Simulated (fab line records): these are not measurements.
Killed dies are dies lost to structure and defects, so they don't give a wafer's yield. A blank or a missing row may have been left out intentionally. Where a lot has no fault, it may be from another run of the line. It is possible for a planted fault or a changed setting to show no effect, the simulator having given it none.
Comparing a struck lot with a sound one :: flow berkeley-cmos170 :: 15 steps out of a route of 331
Sound: wafers L981.1, L981.2, L981.6. Wafers L991.1, L991.2, L991.6 were the ones struck. The cause is given at the end.
Each step with rows lists, per side, the tool, then ch with its chambers, then its first start. Under that, the readings that differ: sound wafers :: struck wafers :: difference of the means :: sigmas: that difference in standard deviations of wafers without a fault.
alike: words and numbers the same on both sides, and readings whose means are apart by under 2 such deviations; not compared: readings that were withheld, readings missing a value for some wafer, numbers with overlapping values and no deviation given by the record, and bounds like >300 which may hide the same value.
A row with sigmas, a row that says differs or no value, or rows on one side alone: a step with any of these is where the two part. Numbers that have no deviation but don't overlap get no sigmas and don't part them. Lack of a reading on every wafer of one side parts them only where that side has two or more wafers.

UCB170_SDANNEAL_RS_MEAS_03: uses a four-point probe to measure.
  sound on film-metro-01, day 8 21:17; struck on film-metro-04, day 11 02:26
  alike: NSD_RS
UCB170_SDANNEAL_RS_MEAS_04: uses a four-point probe to measure.
  sound on film-metro-01, day 8 21:24; struck on film-metro-04, day 11 02:34
  alike: PLDD_RS
UCB170_SDANNEAL_RS_MEAS_05: uses a four-point probe to measure.
  sound on film-metro-01, day 8 21:31; struck on film-metro-04, day 11 02:41
  alike: NLDD_RS
then, 1 step without rows for these wafers: UCB170_SILICIDE_PRE_CLEAN_00 (preclean etch time 60 s).
UCB170_SILICIDE_SPUTTER_01: material Ti, target thk 30 nm, time 25 s.
  sound on pvd-sputter-04, day 8 21:43; struck on pvd-sputter-04, day 11 02:52
reading: chamber-pressure-pa (Pa)
sound: 0.5012 0.4992 0.5028
struck: 0.4982 0.5003 0.4975
difference: -0.0024
sigmas: -2
  alike: throttle-valve-pct
UCB170_SILICIDE_RS_MEAS_02: uses a four-point probe to measure.
  sound on film-metro-03, day 8 21:45; struck on film-metro-03, day 11 02:54
  alike: SILICIDE_TI_RS
UCB170_SILICIDE_THK_MEAS_03: measures by xrf.
  sound on film-metro-03, day 8 21:52; struck on film-metro-03, day 11 03:01
  alike: SILICIDE_TI_THK
UCB170_SILICIDE_RTA_04: time 15 s.
  sound on rtp-anneal-01 ch 0, day 8 21:56; struck on rtp-anneal-01 ch 0, day 11 03:05
  alike: lamp-power-pct, wafer_temp_C_max
then, 3 steps without rows for these wafers: UCB170_SILICIDE_WET_ETCH_05 (etches Ti in SPM, time 45 s); UCB170_CONTACT_CLEAN_00 (cleans in SPM, time 600 s); UCB170_CONTACT_CVD_01 (deposits PSG from SiH4/O2/PH3, target thk 700 nm, time 2820 s).
UCB170_CONTACT_THK_MEAS_02:
  sound on film-metro-03, day 9 00:13; struck on film-metro-03, day 11 05:25
  alike: CONTACT_PSG_THK
UCB170_CONTACT_HMDS_03: prime time 60 s.
  sound on litho-track-04 ch 0, day 9 00:33; struck on litho-track-04 ch 0, day 11 05:28
reading: prime-temp-c (C)
sound: 100.13 99.83 100.02
struck: 105.73 105.61 105.50
difference: +5.62
sigmas: +47
then, 2 steps without rows for these wafers: UCB170_CONTACT_COAT_04 (resist thk 916.6 nm); UCB170_M3_PROBE_99.

== WHERE THEY PART ==
First at UCB170_SILICIDE_SPUTTER_01; last, within this record, at UCB170_CONTACT_HMDS_03.

WHY: what had been put in by the simulator
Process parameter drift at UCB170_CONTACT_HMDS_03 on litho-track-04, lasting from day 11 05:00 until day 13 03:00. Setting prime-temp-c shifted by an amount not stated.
